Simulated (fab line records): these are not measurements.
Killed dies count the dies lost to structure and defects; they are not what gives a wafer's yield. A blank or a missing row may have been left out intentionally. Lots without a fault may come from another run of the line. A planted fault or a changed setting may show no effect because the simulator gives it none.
Struck lot and sound lot, side by side    flow berkeley_cmos170    26 steps out of a route of 331
Sound: these wafers, L399.1, L399.3, L399.5. The struck wafers were L400.1, L400.3, L400.6. The cause comes at the end.
Order at every step that has rows: each side's tool, ch and its chambers, its first start. Under that, the readings that differ: sound wafers    struck wafers    difference of the means    sigmas: that difference in standard deviations of wafers without a fault.
alike: readings with means less than 2 such deviations apart, plus words and numbers identical on both sides. not compared: withheld readings, readings lacking a value on some wafer, bounds such as >300 that could conceal the same value, and numbers that have no deviation in the record and whose values overlap.
The two part at a step that has a row with sigmas, a row that says differs or no value, or rows on one side only. Numbers that have no deviation but don't overlap get no sigmas and don't part them. Lack of a reading on every wafer of one side parts them only where that side has two or more wafers.

first, 3 steps without rows for these wafers: UCB170_PVT_EXPOSE_03 (exposes mask NWELL, target cd 3000 nm); UCB170_PVT_PEB_04; UCB170_PVT_DEVELOP_05 (develop time 45 s).
UCB170_PVT_OVL_MEAS_06:
  sound on overlay-02 at day 6 07:25; struck on overlay-01 at day 6 16:19
  alike: PVT_OVL
following that, these wafers have no rows for 1 step: UCB170_PVT_IMPLANT_07.
UCB170_PVT_STRIP_08: strips in O2.
  sound on plasma_asher-04 ch 0,1, day 6 07:37; struck on plasma_asher-02 ch 0,1, day 6 16:31
  alike: drypump_motor_current_A, oes_product_au, strip_time_to_endpoint_s
  not compared: rf_hours_counter_h
UCB170_PVT_TW_MEAS_09:
  sound on film_metro-01 at day 6 07:43; struck on film_metro-01 at day 6 16:37
  alike: PVT_TW
then, 1 step without rows for these wafers: UCB170_GATE_WET_ETCH_00 (etches SiO2 in dHF, time 200 s).
UCB170_FIELD_THK_MEAS_91:
  sound on film_metro-02 at day 6 07:50; struck on film_metro-01 at day 6 17:46
  alike: FIELD_OXIDE_LEFT_2_THK
then, 1 step without rows for these wafers: UCB170_GATE_OXIDATION_01 (target thk 6.6 nm, ox time 1800 s).
UCB170_GATE_THK_MEAS_02:
  sound on film_metro-01 at day 6 11:07; struck on film_metro-03 at day 6 21:42
  alike: GATE_OXIDE_THK
then, 1 step without rows for these wafers: UCB170_GATE_ANNEAL_03 (time 1800 s).
UCB170_GATE_CVD_04: deposits poly-Si from SiH4, time 1440 s, target thk 214 nm.
  sound on lpcvd-01 ch 0, day 6 14:55; struck on lpcvd-01 ch 1, day 7 01:22
  alike: pressure_mtorr
UCB170_GATE_THK_MEAS_05:
  sound on film_metro-03 at day 6 16:19; struck on film_metro-02 at day 7 02:46
reading             sound              struck             difference  sigmas
GATE_POLY_THK (nm)  217.7 218.3 216.8  426.4 425.5 426.3  +208.5      +99 or more
then, 6 steps without rows for these wafers: UCB170_GATE_COAT_06; UCB170_GATE_COAT_07 (resist thk 900 nm); UCB170_GATE_SOFTBAKE_08 (time 60 s); UCB170_GATE_EXPOSE_09 (exposes mask POLY, target cd 350 nm); UCB170_GATE_PEB_10; UCB170_GATE_DEVELOP_11 (develop time 45 s).
UCB170_GATE_CD_MEAS_12: target cd 350 nm.
  sound on cd_sem-02 at day 6 17:23; struck on cd_sem-01 at day 7 03:53
  alike: cd_nm
UCB170_GATE_OVL_MEAS_13:
  sound on overlay-01 at day 6 17:30; struck on overlay-01 at day 7 04:00
  alike: GATE_OVL
UCB170_GATE_ETCH_14: etches BARC in N2/H2.
  sound on rie_diel-02 ch 2,3, day 6 17:32; struck on rie_diel-02 ch 2,3, day 7 04:05
  alike: drypump_motor_current_A, oes_product_au, rf_fwd_power_W, throttle_valve_pct
UCB170_GATE_ETCH_15: etches poly-Si in HBr/Cl2, stops on SiO2, time 56.3 s, target depth 278.2 nm.
  sound on rie_si-01 ch 1,2, day 6 17:35; struck on rie_si-02 ch 0,2,3, day 7 04:08
reading                           sound              struck             difference  sigmas
oes_product_au (a.u.)             0.840 0.837 0.833  0.988 1.021 1.007  +0.169      +18
model.etch.depth_nm (nm)          217.7 218.2 216.5  276.2 278 274.8    +58.9       
model.GATE.feature_depth_nm (nm)  217.7 218.2 216.5  276.2 278 274.8    +58.9       
  alike: drypump_motor_current_A, rf_fwd_power_W, throttle_valve_pct
  not compared: rf_hours_counter_h
UCB170_GATE_STRIP_16: strips in O2.
  sound on plasma_asher-04 ch 1, day 6 17:37; struck on plasma_asher-03 ch 0, day 7 04:11
reading                                   sound              struck           difference  sigmas
model.poly-Si_of_GATE_CVD_04.thk_nm (nm)  217.4 217.8 216.2  426.3 425.2 426  +208.7      
  alike: drypump_motor_current_A, oes_product_au
  not compared: rf_hours_counter_h
UCB170_GATE_CD_MEAS_90: target cd 350 nm.
  sound on cd_sem-02 at day 6 17:46; struck on cd_sem-02 at day 7 04:19
reading     sound              struck             difference  sigmas
cd_nm (nm)  349.1 349.4 348.5  351.5 353.3 352.4  +3.4        +2

== WHERE THEY PART ==
At UCB170_GATE_THK_MEAS_05 first; at UCB170_GATE_CD_MEAS_90 last (within this record only).

WHY: the cause the simulator had injected
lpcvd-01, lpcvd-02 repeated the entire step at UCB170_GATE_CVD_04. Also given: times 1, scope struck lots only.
